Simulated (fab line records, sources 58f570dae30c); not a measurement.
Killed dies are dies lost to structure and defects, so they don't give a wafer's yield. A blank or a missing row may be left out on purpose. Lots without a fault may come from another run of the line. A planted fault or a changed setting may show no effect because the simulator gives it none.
fab line records | flow berkeley_cmos170
record lots=5 wafers=23
route steps=331 shown NLDD@162 NSD@191 BACKSIDE@199 SDANNEAL@205 SILICIDE@211 CONTACT@226 M1@250
start_h: hours from the record's first day to the start of the lot's first wafer shown | wait_h: hours since the lot's step before | " the same as in the row above | L1.1+2: a row that stands for several wafers | - no value, or no start given | * or withheld: withheld | < > ~ a bound
route shown NAME@n: a module of which the file shows steps, and the number in the route of the first | usual: mean/standard deviation of fault-free wafers | same: alike in all rows | chamber/n: place in a boat | sites: the reading at each site | _std_site: their standard deviation | _edge_site: outer sites' mean less inner sites' | radius_mm: how far each site lies from the wafer's centre | mask NAME#n: copy n | behind: the tool/chamber that last shaped the wafer | hold: why the lot was held/for how many hours/how that ended | device: the transistor (n, p or np) that didn't switch | end of line: the same wafers' tests at the end of the route | a step without rows: its recipe alone | killed: dies lost to structure and defects at the first sort, not the wafer's yield | map: a wafer's dies, x killed, . not, _ none there
set.NAME: the setting as run; set.NAME@STEP: as run at that earlier step | model.NAME: the simulator's own value behind a step, which no gauge read
lots whose settings were changed on purpose; a table a step, a row a wafer
## steps
# step UCB170_NLDD_PEB_04
# recipe peb_temp_c=130 peb_time_s=withheld resist=KrF
# columns lot.wafer tool chamber start_h wait_h set.peb_temp_c
L075.1+2+3+4+6 litho_track-01 0 160.20 0.6 130
L078.1+2+3+5+6 litho_track-01 0 172.02 0.7 130
L080.1+4 litho_track-04 0 173.30 0.4 130
L080.2+5+6 " 0 " " 132.7
L082.2+3+6 litho_track-01 0 184.24 0.5 130
L085.2+3+5 litho_track-03 0 209.62 0.1 130
L085.4+6 " 0 " " 132.5
# step UCB170_NLDD_DEVELOP_05
# recipe developer=TMAH develop_time_s=45 resist=KrF dev_temp_c=21
# step UCB170_NLDD_CD_MEAS_06
# recipe target_cd_nm=1200
# usual cd_nm=1199.7/1.5
# columns lot.wafer tool chamber start_h wait_h set.peb_temp_c@NLDD_PEB_04 cd_nm
L075.1 cd_sem-01 - 160.48 - 130 1198.8
L075.2 " - " " 130 1198.0
L075.3 " - " " 130 1198.1
L075.4 " - " " 130 1199.4
L075.6 " - " " 130 1198.8
L078.1 cd_sem-01 - 172.36 - 130 1199.0
L078.2 " - " " 130 1198.8
L078.3 " - " " 130 1198.4
L078.5 " - " " 130 1198.5
L078.6 " - " " 130 1199.1
L080.1 cd_sem-01 - 174.06 - 130 1198.7
L080.2 " - " " 132.7 1214.1
L080.4 " - " " 130 1198.2
L080.5 " - " " 132.7 1216.1
L080.6 " - " " 132.7 1216.3
L082.2 cd_sem-01 - 184.51 - 130 1200.1
L082.3 " - " " 130 1201.7
L082.6 " - " " 130 1201.8
L085.2 cd_sem-01 - 209.89 - 130 1200.2
L085.3 " - " " 130 1199.8
L085.4 " - " " 132.5 1215.4
L085.5 " - " " 130 1199.7
L085.6 " - " " 132.5 1216.9
# step UCB170_NSD_PEB_04
# recipe peb_temp_c=130 peb_time_s=withheld resist=KrF
# columns lot.wafer tool chamber start_h wait_h set.peb_temp_c
L075.1+2+6 litho_track-03 0 172.59 0.9 130
L075.3+4 " 0 " " 128.3
L078.1+2+3+5+6 litho_track-02 0 181.86 1.0 130
L080.1+5 litho_track-03 0 183.31 1.0 126.5
L080.2+4+6 " 0 " " 130
L082.2+3+6 litho_track-03 0 194.02 0.2 130
L085.2+3 litho_track-03 0 220.48 0.2 130
L085.4+5+6 " 0 " " 128.1
# step UCB170_NSD_DEVELOP_05
# recipe developer=TMAH develop_time_s=45 resist=KrF dev_temp_c=21
# step UCB170_NSD_CD_MEAS_06
# recipe target_cd_nm=1200
# usual cd_nm=1199.0/1.3
# columns lot.wafer tool chamber start_h wait_h set.peb_temp_c@NSD_PEB_04 cd_nm
L075.1 cd_sem-01 - 172.86 - 130 1199.7
L075.2 " - " " 130 1198.8
L075.3 " - " " 128.3 1187.8
L075.4 " - " " 128.3 1187.4
L075.6 " - " " 130 1200.0
L078.1 cd_sem-01 - 182.14 - 130 1198.5
L078.2 " - " " 130 1199.6
L078.3 " - " " 130 1199.1
L078.5 " - " " 130 1197.8
L078.6 " - " " 130 1199.5
L080.1 cd_sem-02 - 183.67 - 126.5 1172.5
L080.2 " - " " 130 1198.1
L080.4 " - " " 130 1199.9
L080.5 " - " " 126.5 1171.1
L080.6 " - " " 130 1198.7
L082.2 cd_sem-02 - 194.29 - 130 1200.2
L082.3 " - " " 130 1201.4
L082.6 " - " " 130 1200.2
L085.2 cd_sem-01 - 220.75 - 130 1200.4
L085.3 " - " " 130 1199.4
L085.4 " - " " 128.1 1187.5
L085.5 " - " " 128.1 1186.5
L085.6 " - " " 128.1 1185.4
# step UCB170_NSD_IMPLANT_08
# recipe species=P dose_cm2=3e+15 energy_kev=40 tilt_deg=7
# columns lot.wafer tool chamber start_h wait_h set.energy_kev model.implant.rp_nm model.implant.drp_nm
L075.1+3+6 implanter-03 0 173.02 0.0 37.96 45.95 20.23
L075.2+4 " 0 " " 40 48.37 21.16
L078.1+3+5 implanter-03 0 182.29 0.0 38.68 47.03 20.56
L078.2+6 " 0 " " 40 48.6 21.16
L080.1+2+4 implanter-01 0 183.83 0.0 40 47.33 21.16
L080.5+6 " 0 " " 42.29 50 22.18
L082.2+3+6 implanter-04 0 194.45 0.0 40 49.41 21.16
L085.2+3+4+5+6 implanter-03 0 220.91 0.0 40 49.13 21.16
# step UCB170_NSD_STRIP_09
# recipe chemistry=O2 power_w=400 pressure_mtorr=3500 platen_temp_c=withheld o2_flow_sccm=400 overash_fraction=0.5
# usual strip_time_to_endpoint_s=36.09/0.074
# columns lot.wafer tool chamber start_h wait_h set.energy_kev@NSD_IMPLANT_08 strip_time_to_endpoint_s
L075.1 plasma_asher-03 0 173.17 0.1 37.96 35.44
L075.2 " 1 " " 40 36.23
L075.3 " 1 " " 37.96 35.44
L075.4 " 0 " " 40 36.18
L075.6 " 0 " " 37.96 35.49
L078.1 plasma_asher-02 1 182.44 0.1 38.68 35.69
L078.2 " 0 " " 40 36.01
L078.3 " 0 " " 38.68 35.70
L078.5 " 1 " " 38.68 35.65
L078.6 " 0 " " 40 36.08
L080.1 plasma_asher-04 0 183.98 0.1 40 36.07
L080.2 " 1 " " 40 36.09
L080.4 " 1 " " 40 36.07
L080.5 " 1 " " 42.29 36.94
L080.6 " 0 " " 42.29 36.95
L082.2 plasma_asher-02 0 194.58 0.1 40 36.12
L082.3 " 0 " " 40 36.08
L082.6 " 1 " " 40 36.00
L085.2 plasma_asher-04 0 221.04 0.1 40 36.15
L085.3 " 1 " " 40 36.09
L085.4 " 0 " " 40 36.10
L085.5 " 0 " " 40 36.09
L085.6 " 1 " " 40 36.08
# step UCB170_NSD_TW_MEAS_10
# usual NSD_TW=4202/23
# columns lot.wafer tool chamber start_h wait_h set.energy_kev@NSD_IMPLANT_08 NSD_TW
L075.1 film_metro-01 - 173.27 0.1 37.96 4132
L075.2 " - " " 40 4197
L075.3 " - " " 37.96 4121
L075.4 " - " " 40 4209
L075.6 " - " " 37.96 4146
L078.1 film_metro-04 - 182.54 0.1 38.68 4178
L078.2 " - " " 40 4223
L078.3 " - " " 38.68 4167
L078.5 " - " " 38.68 4147
L078.6 " - " " 40 4215
L080.1 film_metro-01 - 184.08 0.1 40 4185
L080.2 " - " " 40 4198
L080.4 " - " " 40 4205
L080.5 " - " " 42.29 4234
L080.6 " - " " 42.29 4255
L082.2 film_metro-01 - 194.69 0.1 40 4216
L082.3 " - " " 40 4234
L082.6 " - " " 40 4201
L085.2 film_metro-01 - 221.15 0.1 40 4189
L085.3 " - " " 40 4177
L085.4 " - " " 40 4214
L085.5 " - " " 40 4186
L085.6 " - " " 40 4192
# step UCB170_NSD_CLEAN_11
# recipe chemistry=SPM temp_c=120 time_s=600
# step UCB170_BACKSIDE_HMDS_00
# recipe prime_time_s=60 prime_temp_c=100
# step UCB170_SDANNEAL_RTA_01
# recipe temp_c=1050 time_s=5.203 ambient=N2
# step UCB170_SDANNEAL_RS_MEAS_03
# recipe thk_meas_gauge=four-point-probe
# usual NSD_RS=37.16/0.098
# columns lot.wafer tool chamber start_h wait_h set.energy_kev@NSD_IMPLANT_08 NSD_RS[ohm/sq]
L075.1 film_metro-03 - 174.67 0.1 37.96 37.67
L075.2 " - " " 40 37.09
L075.3 " - " " 37.96 37.83
L075.4 " - " " 40 37.09
L075.6 " - " " 37.96 37.72
L078.1 film_metro-04 - 184.85 0.1 38.68 37.57
L078.2 " - " " 40 37.31
L078.3 " - " " 38.68 37.60
L078.5 " - " " 38.68 37.58
L078.6 " - " " 40 37.31
L080.1 film_metro-04 - 186.26 0.1 40 37.09
L080.2 " - " " 40 37.15
L080.4 " - " " 40 37.23
L080.5 " - " " 42.29 36.51
L080.6 " - " " 42.29 36.50
L082.2 film_metro-03 - 196.06 0.1 40 37.14
L082.3 " - " " 40 37.18
L082.6 " - " " 40 37.19
L085.2 film_metro-04 - 222.48 0.1 40 37.28
L085.3 " - " " 40 37.22
L085.4 " - " " 40 37.32
L085.5 " - " " 40 37.30
L085.6 " - " " 40 37.35
# step UCB170_SILICIDE_SPUTTER_01
# recipe material=Ti target_thk_nm=30 time_s=25 power_w=1500 chamber_pressure_pa=0.5
# columns lot.wafer tool chamber start_h wait_h set.power_w model.Ti_of_SILICIDE_SPUTTER_01.thk_nm
L075.1 pvd_sputter-03 - 175.10 0.0 1604 31.81
L075.2 " - " " 1500 30.38
L075.3 " - " " 1500 29.82
L075.4 " - " " 1604 31.5
L075.6 " - " " 1500 29.97
L078.1 pvd_sputter-04 - 185.28 0.0 1500 29.24
L078.2 " - " " 1500 30.08
L078.3 " - " " 1500 29.73
L078.5 " - " " 1500 29.19
L078.6 " - " " 1500 29.72
L080.1 pvd_sputter-03 - 186.69 0.0 1500 30.6
L080.2 " - " " 1500 30.24
L080.4 " - " " 1418 28.99
L080.5 " - " " 1418 28.62
L080.6 " - " " 1418 29.15
L082.2 pvd_sputter-03 - 196.47 0.0 1500 29.84
L082.3 " - " " 1500 29.81
L082.6 " - " " 1500 29.63
L085.2 pvd_sputter-01 - 222.88 0.0 1500 29.73
L085.3 " - " " 1500 29.35
L085.4 " - " " 1500 30.03
L085.5 " - " " 1440 28.5
L085.6 " - " " 1440 28.68
# step UCB170_SILICIDE_RS_MEAS_02
# recipe thk_meas_gauge=four-point-probe reads=Ti_of_SILICIDE_SPUTTER_01
# usual SILICIDE_TI_RS=26.2/0.43
# columns lot.wafer tool chamber start_h wait_h set.power_w@SILICIDE_SPUTTER_01 SILICIDE_TI_RS[ohm/sq]
L075.1 film_metro-01 - 175.13 0.0 1604 24.4
L075.2 " - " " 1500 25.7
L075.3 " - " " 1500 26.3
L075.4 " - " " 1604 24.7
L075.6 " - " " 1500 26.1
L078.1 film_metro-01 - 185.32 0.0 1500 26.9
L078.2 " - " " 1500 26.1
L078.3 " - " " 1500 26.4
L078.5 " - " " 1500 27.0
L078.6 " - " " 1500 26.4
L080.1 film_metro-01 - 186.72 0.0 1500 25.5
L080.2 " - " " 1500 25.9
L080.4 " - " " 1418 27.3
L080.5 " - " " 1418 27.6
L080.6 " - " " 1418 27.0
L082.2 film_metro-04 - 196.59 0.1 1500 26.4
L082.3 " - " " 1500 26.4
L082.6 " - " " 1500 26.7
L085.2 film_metro-02 - 222.94 0.0 1500 26.4
L085.3 " - " " 1500 26.8
L085.4 " - " " 1500 26.1
L085.5 " - " " 1440 27.7
L085.6 " - " " 1440 27.5
# step UCB170_SILICIDE_THK_MEAS_03
# recipe thk_meas_gauge=xrf reads=Ti_of_SILICIDE_SPUTTER_01
# usual SILICIDE_TI_THK=29.5/0.44
# columns lot.wafer tool chamber start_h wait_h set.power_w@SILICIDE_SPUTTER_01 SILICIDE_TI_THK[nm]
L075.1 film_metro-01 - 175.25 0.1 1604 31.7
L075.2 " - " " 1500 30.2
L075.3 " - " " 1500 29.6
L075.4 " - " " 1604 31.1
L075.6 " - " " 1500 29.9
L078.1 film_metro-01 - 185.44 0.1 1500 29.0
L078.2 " - " " 1500 29.9
L078.3 " - " " 1500 29.6
L078.5 " - " " 1500 29.0
L078.6 " - " " 1500 29.5
L080.1 film_metro-01 - 186.84 0.1 1500 30.3
L080.2 " - " " 1500 29.9
L080.4 " - " " 1418 28.8
L080.5 " - " " 1418 28.5
L080.6 " - " " 1418 28.8
L082.2 film_metro-04 - 196.70 0.1 1500 29.7
L082.3 " - " " 1500 29.5
L082.6 " - " " 1500 29.4
L085.2 film_metro-02 - 223.05 0.1 1500 29.1
L085.3 " - " " 1500 28.8
L085.4 " - " " 1500 29.3
L085.5 " - " " 1440 27.9
L085.6 " - " " 1440 28.1
# step UCB170_CONTACT_COAT_10
# recipe resist=KrF spin_rpm=1500 resist_thk_nm=900
# columns lot.wafer tool chamber start_h wait_h set.spin_rpm model.KrF_of_CONTACT_COAT_10.thk_nm
L075.1 litho_track-03 0 - - 1500 901
L075.2 " 0 " " 1450 919.2
L075.3 " 0 " " 1500 902.3
L075.4 " 0 " " 1450 917.7
L075.6 " 0 " " 1450 916.8
L078.1 litho_track-03 0 - - 1500 899
L078.2 " 0 " " 1583 876.9
L078.3 " 0 " " 1583 875.6
L078.5 " 0 " " 1583 875.9
L078.6 " 0 " " 1500 899.2
L080.1 litho_track-01 0 - - 1400 934.8
L080.2 " 0 " " 1400 933.5
L080.4 " 0 " " 1500 902.4
L080.5 " 0 " " 1500 902.6
L080.6 " 0 " " 1400 935.4
L082.2 litho_track-01 0 - - 1500 898.9
L082.3 " 0 " " 1500 899.7
L082.6 " 0 " " 1500 900.1
L085.2 litho_track-01 0 - - 1393 928.7
L085.3 " 0 " " 1500 897.2
L085.4 " 0 " " 1500 896.5
L085.5 " 0 " " 1393 931.3
L085.6 " 0 " " 1500 895.4
# step UCB170_CONTACT_SOFTBAKE_11
# recipe resist=KrF temp_c=130 time_s=60.83
# step UCB170_CONTACT_EXPOSE_12
# recipe mask_id=CONT target_cd_nm=700 na=0.5 sigma_outer=0.6 source_shape=conventional dose_mj=35
# step UCB170_CONTACT_ETCH_17
# recipe chemistry=N2/H2 target_depth_a=withheld overetch_a=withheld target=BARC time_s=withheld source_w=500 bias_w=100 pressure_mtorr=30 n2_flow_sccm=100 h2_flow_sccm=200
# step UCB170_CONTACT_ETCH_18
# recipe chemistry=CHF3/CF4/Ar target=PSG stop_on=TiSi2 CHF3_flow_sccm=45 cf4_flow_sccm=15 Ar_flow_sccm=150 pressure_mtorr=200 rf_w=700 target_depth_a=8400 over_etch_frac=0.2 time_s=195
# columns lot.wafer tool chamber start_h wait_h set.spin_rpm@CONTACT_COAT_10 model.KrF_of_CONTACT_COAT_10.thk_nm
L075.1 rie_diel-02 2 - - 1500 690.5
L075.2 " 0 " " 1450 708.9
L075.3 " 1 " " 1500 694.5
L075.4 " 3 " " 1450 714.4
L075.6 " 3 " " 1450 711.9
L078.1 rie_diel-02 1 - - 1500 690.4
L078.2 " 0 " " 1583 665.7
L078.3 " 2 " " 1583 664.6
L078.5 " 0 " " 1583 662.9
L078.6 " 2 " " 1500 688.3
L080.1 rie_diel-04 3 - - 1400 726.2
L080.2 " 2 " " 1400 725.6
L080.4 " 3 " " 1500 694.9
L080.5 " 2 " " 1500 694.3
L080.6 " 0 " " 1400 719.5
L082.2 rie_diel-02 0 - - 1500 687
L082.3 " 2 " " 1500 688.9
L082.6 " 1 " " 1500 691
L085.2 rie_diel-03 0 - - 1393 715.5
L085.3 " 2 " " 1500 686
L085.4 " 3 " " 1500 695.8
L085.5 " 0 " " 1393 718.3
L085.6 " 1 " " 1500 691.2
# step UCB170_M1_METAL_ETCH_12
# recipe chemistry=Cl2/BCl3 target=Al stop_on=PSG pressure_mtorr=12 target_depth_a=7800 over_etch_frac=0.3 time_s=130 icp_w=600 bias_w=120 Cl2_flow_sccm=90 bcl3_flow_sccm=45
# usual oes_product_au=0.846/0.012
# columns lot.wafer tool chamber start_h wait_h set.time_s oes_product_au model.KrF_of_M1_COAT_04.thk_nm model.M1.cd_nm
L075.1 rie_metal-02 1 184.11 - 130 0.831 429.6 695.8
L075.2 " 0 " " 130 0.856 447.8 698.9
L075.3 " 1 " " 130 0.823 428.3 699
L075.4 " 0 " " 130 0.848 446.8 698
L075.6 " 0 " " 130 0.848 448 700.2
L078.1 rie_metal-02 0 193.03 - 130 0.854 450 694.9
L078.2 " 1 " " 130 0.827 428.6 692
L078.3 " 0 " " 135.8 0.841 427.9 694
L078.5 " 1 " " 135.8 0.814 412.3 692.4
L078.6 " 0 " " 135.8 0.836 427.7 692
L080.1 rie_metal-01 0 193.94 - 111.6 0.929 502.4 701.6
L080.2 " 0 " " 130 0.847 435.3 696.6
L080.4 " 0 " " 111.6 0.918 499.8 702.5
L080.5 " 0 " " 130 0.846 437 698.1
L080.6 " 0 " " 111.6 0.925 501.5 702.1
L082.2 rie_metal-04 0 204.94 - 130 0.849 416.7 698.2
L082.3 " 0 " " 130 0.854 417.8 697.9
L082.6 " 0 " " 130 0.856 417 696.7
L085.2 rie_metal-04 0 229.79 - 112.5 0.906 477.9 702.2
L085.3 " 0 " " 112.5 0.901 477.8 704.7
L085.4 " 1 " " 130 0.849 443.3 695.7
L085.5 " 0 " " 112.5 0.909 477 702.8
L085.6 " 1 " " 130 0.839 443.4 696.3
# step UCB170_M1_STRIP_13
# recipe chemistry=O2 power_w=400 pressure_mtorr=3500 platen_temp_c=withheld o2_flow_sccm=400 overash_fraction=0.5
# step UCB170_M1_CD_MEAS_90
# recipe target_cd_nm=700
# usual cd_nm=697.4/2
# columns lot.wafer tool chamber start_h wait_h set.time_s@M1_METAL_ETCH_12 cd_nm
L075.1 cd_sem-01 - 184.34 0.1 130 695.5
L075.2 " - " " 130 698.4
L075.3 " - " " 130 698.5
L075.4 " - " " 130 697.9
L075.6 " - " " 130 700.0
L078.1 cd_sem-02 - 193.36 0.1 130 695.1
L078.2 " - " " 130 692.2
L078.3 " - " " 135.8 694.2
L078.5 " - " " 135.8 692.4
L078.6 " - " " 135.8 691.8
L080.1 cd_sem-01 - 194.31 0.1 111.6 701.7
L080.2 " - " " 130 696.3
L080.4 " - " " 111.6 702.4
L080.5 " - " " 130 698.3
L080.6 " - " " 111.6 702.2
L082.2 cd_sem-02 - 205.20 0.1 130 698.2
L082.3 " - " " 130 697.9
L082.6 " - " " 130 696.9
L085.2 cd_sem-02 - 230.05 0.1 112.5 702.1
L085.3 " - " " 112.5 704.5
L085.4 " - " " 130 695.7
L085.5 " - " " 112.5 702.5
L085.6 " - " " 130 696.2
## key
split step=UCB170_NLDD_PEB_04 setting=peb_temp_c stated=130 by=wafer
response step=UCB170_NLDD_CD_MEAS_06 reading=cd_nm change=+8.32 per=1% r=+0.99
split step=UCB170_NSD_PEB_04 setting=peb_temp_c stated=130 by=wafer
response step=UCB170_NSD_CD_MEAS_06 reading=cd_nm change=+9.75 per=1% r=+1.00
split step=UCB170_NSD_IMPLANT_08 setting=energy_kev stated=40 by=wafer
response step=UCB170_NSD_IMPLANT_08 reading=model.implant.rp_nm change=+0.471 per=1% r=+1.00
response step=UCB170_NSD_IMPLANT_08 reading=model.implant.drp_nm change=+0.18 per=1% r=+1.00
response step=UCB170_NSD_STRIP_09 reading=strip_time_to_endpoint_s change=* per=1% r=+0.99
response step=UCB170_NSD_TW_MEAS_10 reading=NSD_TW change=+11.7 per=1% r=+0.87
response step=UCB170_SDANNEAL_RS_MEAS_03 reading=NSD_RS change=-0.114 per=1% r=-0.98
split step=UCB170_SILICIDE_SPUTTER_01 setting=power_w stated=1500 by=wafer
response step=UCB170_SILICIDE_SPUTTER_01 reading=model.Ti_of_SILICIDE_SPUTTER_01.thk_nm change=+0.253 per=1% r=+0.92
response step=UCB170_SILICIDE_RS_MEAS_02 reading=SILICIDE_TI_RS change=-0.256 per=1% r=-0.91
response step=UCB170_SILICIDE_THK_MEAS_03 reading=SILICIDE_TI_THK change=+0.243 per=1% r=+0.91
split step=UCB170_CONTACT_COAT_10 setting=spin_rpm stated=1500 by=wafer
response step=UCB170_CONTACT_COAT_10 reading=model.KrF_of_CONTACT_COAT_10.thk_nm change=-4.63 per=1% r=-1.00
response step=UCB170_CONTACT_ETCH_18 reading=model.KrF_of_CONTACT_COAT_10.thk_nm change=-4.24 per=1% r=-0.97
split step=UCB170_M1_METAL_ETCH_12 setting=time_s stated=130 by=wafer
response step=UCB170_M1_METAL_ETCH_12 reading=oes_product_au change=-0.00491 per=1% r=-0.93
response step=UCB170_M1_METAL_ETCH_12 reading=model.KrF_of_M1_COAT_04.thk_nm change=-3.63 per=1% r=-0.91
response step=UCB170_M1_METAL_ETCH_12 reading=model.M1.cd_nm change=-0.416 per=1% r=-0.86
response step=UCB170_M1_CD_MEAS_90 reading=cd_nm change=-0.415 per=1% r=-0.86
